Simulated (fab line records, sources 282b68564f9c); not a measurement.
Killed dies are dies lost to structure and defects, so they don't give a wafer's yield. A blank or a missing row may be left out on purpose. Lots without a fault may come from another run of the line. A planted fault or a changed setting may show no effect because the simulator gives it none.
A struck lot beside a sound one | flow rit_cmos | 44 steps out of a route of 202
Sound: wafers L453.2, L453.3, L453.5. Struck: wafers L473.1, L473.3, L473.5. The cause comes at the end.
At each step with rows: each side's tool, then ch and its chambers, then its first start. Under that, the readings that differ: sound wafers | struck wafers | difference of the means | sigmas: that difference in standard deviations of wafers without a fault.
alike: readings whose means differ by less than 2 such deviations, and words and numbers that are the same on both sides. not compared: withheld readings, readings that some wafer has no value for, bounds like >300 that may hide the same value, and numbers for which the record gives no deviation and whose values overlap.
The two part at a step that has a row with sigmas, a row that says differs or no value, or rows on one side only. Numbers that don't overlap but have no deviation are shown without sigmas and don't part them. A reading that every wafer of one side lacks parts them only if that side has two wafers or more.

first, 3 steps without rows for these wafers: RIT_REOX_CLEAN_01 (cleans in dHF, time 30 s); RIT_REOX_CLEAN_02 (cleans in SC2, time 600 s); RIT_REOX_OXIDATION_03 (target thk 25.2 nm, ox time 5580 s).
RIT_REOX_THK_MEAS_04:
  sound on film_metro-02, day 3 04:13; struck on film_metro-01, day 7 05:28
  alike: REOX_OXIDE_THK
then, 6 steps without rows for these wafers: RIT_NLDD_HMDS_00 (prime time 60 s); RIT_NLDD_COAT_01 (resist thk 1000 nm); RIT_NLDD_SOFTBAKE_02 (time 60 s); RIT_NLDD_EXPOSE_03 (exposes mask M7, target cd 40700 nm); RIT_NLDD_PEB_04; RIT_NLDD_DEVELOP_05 (develop time 50 s).
RIT_NLDD_OVL_MEAS_06:
  sound on overlay-02, day 3 05:36; struck on overlay-01, day 7 06:34
  alike: NLDD_OVL
then, 1 step without rows for these wafers: RIT_NLDD_HARDBAKE_07 (time 60 s).
RIT_NLDD_IMPLANT_08:
  sound on implanter-04 ch 0, day 3 05:49; struck on implanter-03 ch 0, day 7 06:46
  reading            | sound                         | struck                        | difference | sigmas
  dose_ions_cm2      | 4.996e+14 5.003e+14 4.997e+14 | 4.609e+14 4.611e+14 4.617e+14 | -3.863e+13 | -72
  faraday_current_uA | 1546 1556 1618                | 1415 1411 1386                | -169       | -5
RIT_NLDD_STRIP_09: strips in O2, time 180 s.
  sound on plasma_asher-04 ch 0,1, day 3 05:56; struck on plasma_asher-02 ch 0,1, day 7 06:55
  alike: drypump_motor_current_A
  not compared: rf_hours_counter_h
RIT_NLDD_TW_MEAS_10:
  sound on film_metro-02, day 3 06:07; struck on film_metro-02, day 7 07:05
  alike: NLDD_TW
then, 6 steps without rows for these wafers: RIT_PLDD_HMDS_00 (prime time 60 s); RIT_PLDD_COAT_01 (resist thk 1000 nm); RIT_PLDD_SOFTBAKE_02 (time 60 s); RIT_PLDD_EXPOSE_03 (exposes mask M8, target cd 40900 nm); RIT_PLDD_PEB_04; RIT_PLDD_DEVELOP_05 (develop time 50 s).
RIT_PLDD_OVL_MEAS_06:
  sound on overlay-02, day 3 07:16; struck on overlay-01, day 7 07:59
  alike: PLDD_OVL
then, 2 steps without rows for these wafers: RIT_PLDD_HARDBAKE_07 (time 60 s); RIT_PLDD_IMPLANT_08.
RIT_PLDD_STRIP_09: strips in O2, time 180 s.
  sound on plasma_asher-02 ch 0,1, day 3 07:35; struck on plasma_asher-02 ch 0,1, day 7 08:20
  alike: drypump_motor_current_A
  not compared: rf_hours_counter_h
RIT_PLDD_TW_MEAS_10:
  sound on film_metro-02, day 3 07:47; struck on film_metro-02, day 7 08:30
  alike: PLDD_TW
then, 4 steps without rows for these wafers: RIT_SPACER_CLEAN_00 (cleans in SC1, time 600 s); RIT_SPACER_CLEAN_01 (cleans in dHF, time 30 s); RIT_SPACER_CLEAN_02 (cleans in SC2, time 600 s); RIT_SPACER_CVD_03 (deposits Si3N4 from SiH2Cl2/NH3, target thk 250 nm, time 3300 s).
RIT_SPACER_THK_MEAS_04:
  sound on film_metro-02, day 3 10:19; struck on film_metro-04, day 7 12:00
  alike: SPACER_NITRIDE_THK
RIT_SPACER_ETCHBACK_05: etches Si3N4 in SF6/CHF3, stops on SiO2, target depth 250 nm, time 240 s.
  sound on rie_diel-03 ch 1,3, day 3 10:22; struck on rie_diel-04 ch 0,1,2, day 7 12:04
  alike: drypump_motor_current_A, oes_product_au, throttle_valve_pct
  not compared: rf_hours_counter_h
then, 6 steps without rows for these wafers: RIT_NSD_HMDS_00 (prime time 60 s); RIT_NSD_COAT_01 (resist thk 1000 nm); RIT_NSD_SOFTBAKE_02 (time 60 s); RIT_NSD_EXPOSE_03 (exposes mask M9, target cd 40700 nm); RIT_NSD_PEB_04; RIT_NSD_DEVELOP_05 (develop time 50 s).
RIT_NSD_OVL_MEAS_06:
  sound on overlay-01, day 3 11:37; struck on overlay-01, day 7 13:04
  alike: NSD_OVL
then, 2 steps without rows for these wafers: RIT_NSD_HARDBAKE_07 (time 60 s); RIT_NSD_IMPLANT_08.
RIT_NSD_STRIP_09: strips in O2, time 180 s.
  sound on plasma_asher-03 ch 0,1, day 3 11:56; struck on plasma_asher-03 ch 0,1, day 7 13:24
  alike: drypump_motor_current_A
  not compared: rf_hours_counter_h
RIT_SDANNEAL_RS_MEAS_07: measures by four-point-probe.
  sound on film_metro-01, day 3 14:28; struck on film_metro-01, day 7 15:55
  reading          | sound             | struck            | difference | sigmas
  NLDD_RS (ohm/sq) | 151.9 151.9 151.8 | 162.0 162.4 162.3 | +10.4      | +24
RIT_M1_PROBE_99:
  sound on prober-01, day 3 22:53; struck on prober-01, day 7 23:10
  reading                               | sound                | struck               | difference | sigmas
  model.etest.nldd.rs_ohm_sq            | 370.8 377.5 368      | 407.7 414 411.9      | +39.1      |
  model.etest.nmos_turned.drive_ua_um   | 330 321.9 326.4      | 302.8 305.2 303.7    | -22.2      |
  model.etest.nldd.line_ohm_um          | 116.2 118.6 114.5    | 128.5 130.3 129.8    | +13.1      |
  model.etest.nmos_turned.overlap_ff_um | 0.3731 0.3655 0.3702 | 0.3533 0.3575 0.3522 | -0.0153    |
  model.etest.nmos_0p15.overlap_ff_um   | 0.25 0.2441 0.2489   | 0.2338 0.2349 0.2329 | -0.0138    |
  alike: killed_at_contacts, killed_at_front_end, killed_dies, killed_open, killed_short

WHERE THEY PART
First at RIT_NLDD_IMPLANT_08; last, within this record, at RIT_SDANNEAL_RS_MEAS_07. Later steps at which nothing parts them and some readings are alike: RIT_M1_PROBE_99.

WHY: what the simulator had put in
Process parameter drift: implanter-03, from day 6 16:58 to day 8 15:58, at RIT_NLDD_IMPLANT_08. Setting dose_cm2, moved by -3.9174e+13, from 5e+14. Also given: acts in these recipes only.
